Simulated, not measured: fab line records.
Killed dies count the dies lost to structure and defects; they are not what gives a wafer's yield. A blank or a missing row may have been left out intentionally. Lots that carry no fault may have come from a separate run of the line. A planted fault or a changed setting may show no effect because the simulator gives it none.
Which tool is to blame?	flow berkeleyCmos170	14 lots with 42 wafers sampled at 5 steps, on a route of 331 steps

## WHAT EACH GAUGE READ, for each wafer
UCB170_PWELL_OVL_MEAS_13.
lot	measured	on	PWELL_OVL (nm)
L829	day 3 08:27	overlay-02	-2 3 -3
L830	day 3 08:49	overlay-01	2 1 2
L832	day 3 14:57	overlay-02	1 7 6
L833	day 4 06:05	overlay-01	-4 -2 2
L834	day 4 06:11	overlay-02	9 8 15
L835	day 4 12:49	overlay-01	15 13 8
L837	day 4 12:52	overlay-01	-5 1 2
L836	day 4 12:58	overlay-01	10 7 7
L839	day 5 07:50	overlay-01	4 8 2
L841	day 5 16:43	overlay-02	-2 6 3
L843	day 5 22:14	overlay-01	6 -1 8
L847	day 7 03:01	overlay-02	3 4 6
L846	day 7 03:19	overlay-02	5 7 9
L850	day 7 15:31	overlay-01	-1 -4 -2

UCB170_M1_RS_MEAS_01: measurement is done with a four-point probe.
lot	measured	on	M1_AL_RS (ohm/sq)
L829	day 7 20:41	filmMetro-01	0.0484 0.0487 0.0479
L830	day 7 10:55	filmMetro-02	0.0480 0.0476 0.0488
L832	day 7 15:08	filmMetro-01	0.0486 0.0481 0.0488
L833	day 8 08:53	filmMetro-02	0.0497 0.0491 0.0492
L834	day 8 05:39	filmMetro-01	0.0485 0.0492 0.0484
L835	day 8 19:25	filmMetro-03	0.0493 0.0493 0.0494
L837	day 8 19:25	filmMetro-01	0.0472 0.0479 0.0484
L836	day 8 19:17	filmMetro-02	0.0490 0.0489 0.0483
L839	day 9 13:39	filmMetro-03	0.0478 0.0476 0.0475
L841	day 10 04:49	filmMetro-03	0.0480 0.0485 0.0493
L843	day 10 04:37	filmMetro-02	0.0477 0.0474 0.0475
L847	day 11 01:45	filmMetro-02	0.0477 0.0477 0.0479
L846	day 11 01:09	filmMetro-01	0.0488 0.0491 0.0487
L850	day 11 12:35	filmMetro-01	0.0485 0.0494 0.0488

UCB170_M1_THK_MEAS_02: measures by xrf.
lot	measured	on	M1_AL_THK (nm)
L829	day 7 20:47	filmMetro-01	622 620 625
L830	day 7 11:02	filmMetro-02	624 626 610
L832	day 7 15:16	filmMetro-01	620 627 620
L833	day 8 08:59	filmMetro-02	601 611 607
L834	day 8 05:46	filmMetro-01	622 614 623
L835	day 8 19:32	filmMetro-03	614 608 608
L837	day 8 19:32	filmMetro-01	641 630 623
L836	day 8 19:24	filmMetro-02	616 614 618
L839	day 9 13:46	filmMetro-03	632 630 629
L841	day 10 04:56	filmMetro-03	631 620 613
L843	day 10 04:44	filmMetro-02	625 630 627
L847	day 11 01:52	filmMetro-02	623 630 624
L846	day 11 01:16	filmMetro-01	617 615 621
L850	day 11 12:42	filmMetro-01	621 612 620

## WHICH TOOL RAN EACH LOT (tool, then ch and the chambers of the sampled wafers, then the start)
lot	UCB170_BACKSIDE_SOFTBAKE_02	UCB170_BACKSIDE_STRIP_03
L829	lithoTrack-03 ch 0, day 7 11:14	plasmaAsher-01 ch 0,1, day 7 11:22
L830	lithoTrack-03 ch 0, day 7 04:20	plasmaAsher-03 ch 0,1, day 7 04:29
L832	lithoTrack-03 ch 0, day 7 08:19	plasmaAsher-01 ch 0,1, day 7 08:28
L833	lithoTrack-02 ch 0, day 8 01:15	plasmaAsher-04 ch 0,1, day 8 01:23
L834	lithoTrack-01 ch 0, day 7 22:23	plasmaAsher-04 ch 0,1, day 7 22:32
L835	lithoTrack-02 ch 0, day 8 09:10	plasmaAsher-03 ch 0,1, day 8 09:19
L837	lithoTrack-03 ch 0, day 8 09:22	plasmaAsher-01 ch 0,1, day 8 09:31
L836	lithoTrack-02 ch 0, day 8 08:43	plasmaAsher-04 ch 0, day 8 08:52
L839	lithoTrack-03 ch 0, day 9 07:26	plasmaAsher-01 ch 0,1, day 9 07:34
L841	lithoTrack-02 ch 0, day 9 19:49	plasmaAsher-01 ch 0,1, day 9 19:56
L843	lithoTrack-01 ch 0, day 9 19:44	plasmaAsher-04 ch 0,1, day 9 19:53
L847	lithoTrack-03 ch 0, day 10 17:46	plasmaAsher-01 ch 0,1, day 10 17:53
L846	lithoTrack-03 ch 0, day 10 18:13	plasmaAsher-04 ch 1, day 10 18:20
L850	lithoTrack-03 ch 0, day 11 05:53	plasmaAsher-04 ch 0,1, day 11 06:02
- UCB170_BACKSIDE_SOFTBAKE_02: time 60 s.
- UCB170_BACKSIDE_STRIP_03: strips in O2.

## WHAT THE TOOLS THEMSELVES READ (means of the sampled wafers that have a number; where no wafer has one, the mark that the record gives instead)
UCB170_BACKSIDE_SOFTBAKE_02.
lot	tool	heaterPowerTotalW (W)	plateTempC (C)
L829	lithoTrack-03	56.78	130.04
L830	lithoTrack-03	56.79	129.93
L832	lithoTrack-03	56.84	130.05
L833	lithoTrack-02	56.78	130.17
L834	lithoTrack-01	56.78	129.92
L835	lithoTrack-02	56.84	129.99
L837	lithoTrack-03	56.79	130.14
L836	lithoTrack-02	56.77	130.10
L839	lithoTrack-03	56.80	130.05
L841	lithoTrack-02	56.87	129.83
L843	lithoTrack-01	56.81	130.02
L847	lithoTrack-03	56.79	129.99
L846	lithoTrack-03	53.24	123.83
L850	lithoTrack-03	53.28	123.93

UCB170_BACKSIDE_STRIP_03.
lot	tool	drypumpMotorCurrentA (A)	oesProductAu (a.u.)	stripTimeToEndpointS (s)
L829	plasmaAsher-01	5.9	0.730	21.87
L830	plasmaAsher-03	5.1	0.741	21.96
L832	plasmaAsher-01	5.9	0.732	21.99
L833	plasmaAsher-04	5.6	0.730	22.04
L834	plasmaAsher-04	5.5	0.734	22.02
L835	plasmaAsher-03	5.1	0.731	22.04
L837	plasmaAsher-01	6.2	0.736	21.93
L836	plasmaAsher-04	5.5	0.738	22.06
L839	plasmaAsher-01	5.9	0.735	21.97
L841	plasmaAsher-01	6.2	0.736	22.01
L843	plasmaAsher-04	5.5	0.736	21.99
L847	plasmaAsher-01	5.9	0.734	21.99
L846	plasmaAsher-04	5.6	0.735	22.21
L850	plasmaAsher-04	5.6	0.732	22.11

## THE ANSWER, worked out from the rows above alone
Rule: the usual values come from the lots themselves. The widest of any qualifying gaps counts: lots, ordered by their means at a reading, are off when they make up no more than a third of the lots, leave a main group of 4 or more, and stand apart from it by 3 or more times the standard deviation of that group's means. Not used: any main group whose means are identical at the precision the tables above print for the reading. Also off: a lot with no number at a reading for which 4 or more lots have one. The other lots that the step has rows for count as sound. First the gauges in route order, then the tools' own readings, where a lot's mean is used as printed above. The first step at which some lot is off is used, and at that step the reading that is off furthest; a lot without a number counts as furthest.
Off: L846, L850, at UCB170_BACKSIDE_SOFTBAKE_02 (heaterPowerTotalW). For the main group the mean is 56.80 W and the standard deviation 0.03.
A tool fits if, at that step or a process step before it, it ran every lot that is off, and no sound lot after the first of them. One fits: UCB170_BACKSIDE_SOFTBAKE_02 on lithoTrack-03. Its last sound lot is L847 (day 10 17:46), its first lot that is off L846 (day 10 18:13): a fault that began between those two fits.
The tool's own readings at UCB170_BACKSIDE_SOFTBAKE_02 bear it out: on the lots that are off they differ by more than 5 times the standard deviation of the sound lots' means. heaterPowerTotalW reads 53.26 W there against 56.80 W on the sound lots; plateTempC reads 123.88 C there against 130.02 C on the sound lots.

## WHAT WAS PUT IN BY THE SIMULATOR
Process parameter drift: lithoTrack-03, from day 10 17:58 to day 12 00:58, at UCB170_BACKSIDE_SOFTBAKE_02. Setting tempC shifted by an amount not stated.
Struck lots among those shown: L846, L850. The same result came from the rule above.
